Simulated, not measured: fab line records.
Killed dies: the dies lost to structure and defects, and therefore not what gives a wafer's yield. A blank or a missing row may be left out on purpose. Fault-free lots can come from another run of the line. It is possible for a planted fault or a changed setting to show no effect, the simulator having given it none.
One fault through the eyes of 2 desks    flow berkeleyCmos170    only its own numbers are on each desk; what lay behind them is given at the end

== METROLOGY DESK ==
What the gauges read, lot by lot, whatever tool the lot ran on: means of the sampled wafers that have a number. Marked OUT: a lot whose mean sits more than 4 standard deviations from the usual mean, which makes it out of limits; the brackets give that distance.
Columns: A = V2_OVL at UCB170_V2_OVL_MEAS_13, usual 2 nm; B = M3_OVL at UCB170_M3_OVL_MEAS_16, usual 0 nm
lot   first seen here  A   B
L503  day 7 14:31      -3  -4
L508  day 8 03:14      8   3
L507  day 8 03:33      -4  0
L510  day 8 14:04      -2  6
L509  day 8 22:24      4   -4
L515  day 9 07:34      3   2
L514  day 9 08:02      -4  -9
L513  day 9 09:46      10  7
L516  day 9 09:59      -2  1
L520  day 10 15:58     1   -4
L522  day 11 15:52     6   6
L523  day 12 05:25     -1  -5
L526  day 12 08:55     6   -8
L524  day 12 16:41     8   6
Result from this desk: across the 14 lots, nothing is out of limits.

== DESK OF THE TOOL OWNER: plasmaAsher-02 ==
The tool's own readings at UCB170_NSD_STRIP_09 (strips in O2): means of the sampled wafers that have a number, for each lot that ran on this tool. Marked OUT: a lot whose mean sits more than 4 standard deviations from the usual mean, which makes it out of limits; the brackets give that distance.
Columns: A = drypumpMotorCurrentA at UCB170_NSD_STRIP_09, usual 5.83 A; B = oesProductAu at UCB170_NSD_STRIP_09, usual 0.535 a.u.; C = stripTimeToEndpointS at UCB170_NSD_STRIP_09, usual 35.87 s
lot   first seen here  A     B      C
L503  day 6 18:32      6.03  0.538  35.94
L507  day 7 03:22      6.03  0.540  35.85
L510  day 7 17:05      6.02  0.534  35.93
L509  day 7 17:25      5.96  0.533  35.82
L514  day 8 09:58      5.99  0.534  35.87
L520  day 9 19:15      5.96  0.535  35.84
L523  day 11 02:04     6.08  0.536  35.85
L524  day 11 09:48     6.03  0.533  35.84
Result from this desk: across the 8 lots, nothing is out of limits.

== ALL TOGETHER ==
At the metrology desk, nothing out of limits was observed.
The desk of the tool owner found nothing out of limits.

== WHAT THE SIMULATOR HAD INSERTED ==
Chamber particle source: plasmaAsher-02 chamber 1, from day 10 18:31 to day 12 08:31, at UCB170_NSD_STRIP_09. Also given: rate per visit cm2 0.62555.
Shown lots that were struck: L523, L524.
